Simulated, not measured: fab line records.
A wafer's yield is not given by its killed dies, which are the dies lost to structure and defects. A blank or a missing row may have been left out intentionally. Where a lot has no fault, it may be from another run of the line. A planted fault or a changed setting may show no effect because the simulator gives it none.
Split-lot experiment | flow berkeleyCmos170 | 23 wafers read from 5 lots, route of 331 steps

SPLIT DETAILS
At UCB170_NVT_COAT_01 (resist thk 900 nm), the setting spinRpm was moved away from the recipe's 1500 rpm on 9 of the 23 wafers read, by -4.0% to +5.5%. For the rest of the wafers, this setting stayed at what the recipe calls for.

The split's own step is where the reading is taken.

THE READING
KrF_of_NVT_COAT_01.thkNm (the simulator's own value, which no gauge read), in nm, at UCB170_NVT_COAT_01 (resist thk 900 nm). There is no usual value for it anywhere in the file. Here, 14 wafers ran the recipe; their average is 900.0 nm with a standard deviation of 4.3 nm.

wafer  | tool, chamber at the split | spinRpm as run, rpm | against the recipe | KrF_of_NVT_COAT_01.thkNm, nm | against lot-mates on the recipe
L074.1 | lithoTrack-04, 0           | 1500                | recipe             | 903.8                        | -
L074.5 | lithoTrack-04, 0           | 1500                | recipe             | 906.4                        | -
L074.6 | lithoTrack-04, 0           | 1500                | recipe             | 903.7                        | -
L076.1 | lithoTrack-03, 0           | 1500                | recipe             | 901.4                        | -
L076.3 | lithoTrack-03, 0           | 1440                | -4.0%              | 917.8                        | +17.5
L076.4 | lithoTrack-03, 0           | 1440                | -4.0%              | 916.4                        | +16.1
L076.5 | lithoTrack-03, 0           | 1440                | -4.0%              | 920.5                        | +20.2
L076.6 | lithoTrack-03, 0           | 1500                | recipe             | 899.1                        | -
L085.1 | lithoTrack-03, 0           | 1500                | recipe             | 899.4                        | -
L085.2 | lithoTrack-03, 0           | 1575                | +5.0%              | 875.7                        | -25.5
L085.4 | lithoTrack-03, 0           | 1500                | recipe             | 903                          | -
L085.5 | lithoTrack-03, 0           | 1575                | +5.0%              | 875.5                        | -25.7
L085.6 | lithoTrack-03, 0           | 1575                | +5.0%              | 878.5                        | -22.7
L083.1 | lithoTrack-04, 0           | 1583                | +5.5%              | 877.1                        | -27.4
L083.3 | lithoTrack-04, 0           | 1583                | +5.5%              | 879                          | -25.5
L083.6 | lithoTrack-04, 0           | 1583                | +5.5%              | 879                          | -25.5
L083.4 | lithoTrack-04, 0           | 1500                | recipe             | 903.8                        | -
L083.5 | lithoTrack-04, 0           | 1500                | recipe             | 905.3                        | -
L084.1 | lithoTrack-01, 0           | 1500                | recipe             | 894.8                        | -
L084.2 | lithoTrack-01, 0           | 1500                | recipe             | 895.3                        | -
L084.4 | lithoTrack-01, 0           | 1500                | recipe             | 893.6                        | -
L084.5 | lithoTrack-01, 0           | 1500                | recipe             | 896.4                        | -
L084.6 | lithoTrack-01, 0           | 1500                | recipe             | 894.6                        | -

FIT RESULTS
A straight line over all 23 wafers: KrF_of_NVT_COAT_01.thkNm changes by -4.35 nm for each +1% of spinRpm; r = -0.96; the points scatter about the line by 3.8 nm.
The same after taking each lot's own level away (the mean of its wafers on the recipe; 23 wafers): -4.72 nm for each +1%; r = -1.00; scatter 1.4 nm.
On that fit, the largest move of spinRpm shifts the reading by 26 nm.
Measured against the standard deviation above, the lots' own levels, which go from 894.94 to 904.63 nm, span 2.3 times it.
Consequently the slope shifts little with the lot-to-lot level, the two slopes agreeing.
Check: for one of the wafers moved furthest among these (+5.5%), held out of the fit, the line's prediction against its lot-mates is -26.2 nm. Against them it came out at -27.4 nm.

OTHER SPLITS ON THESE WAFERS
Before the reading, these wafers also passed through other splits. Each is held against what the fit with the lots' levels taken away leaves over:
other split on the same wafers    | wafers away from the commonest value | r with KrF_of_NVT_COAT_01.thkNm (lot level and that fit taken away)
UCB170_ZERO_COAT_01 spinRpm       | 9                                    | -0.14
UCB170_NWELL_CVD_04 pressureMtorr | 18                                   | -0.10
UCB170_NWELL_COAT_07 resistThkNm  | 3                                    | -0.49
UCB170_PWELL_CVD_05 tempC         | 13                                   | +0.13
UCB170_PWELL_IMPLANT_15 energyKev | 4                                    | +0.16
UCB170_ACTIVE_COAT_08 spinRpm     | 11                                   | -0.07
UCB170_PFIELD_COAT_01 resistThkNm | 9                                    | +0.02

THE WHOLE CHAIN: every reading that the file lists as answering this split, in the file's order
step                | what it does      | reading                                                                   | change (the file's fit)              | r (the file's)
UCB170_NVT_COAT_01  | resist thk 900 nm | KrF_of_NVT_COAT_01.thkNm (the simulator's own value, which no gauge read) | -4.74 nm for each +1% of the setting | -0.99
UCB170_NVT_STRIP_08 | strips in O2      | stripTimeToEndpointS                                                      | withheld for each +1% of the setting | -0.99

THE FILE'S OWN FIT
KrF_of_NVT_COAT_01.thkNm changes by -4.74 nm for each +1% of spinRpm, r = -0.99.
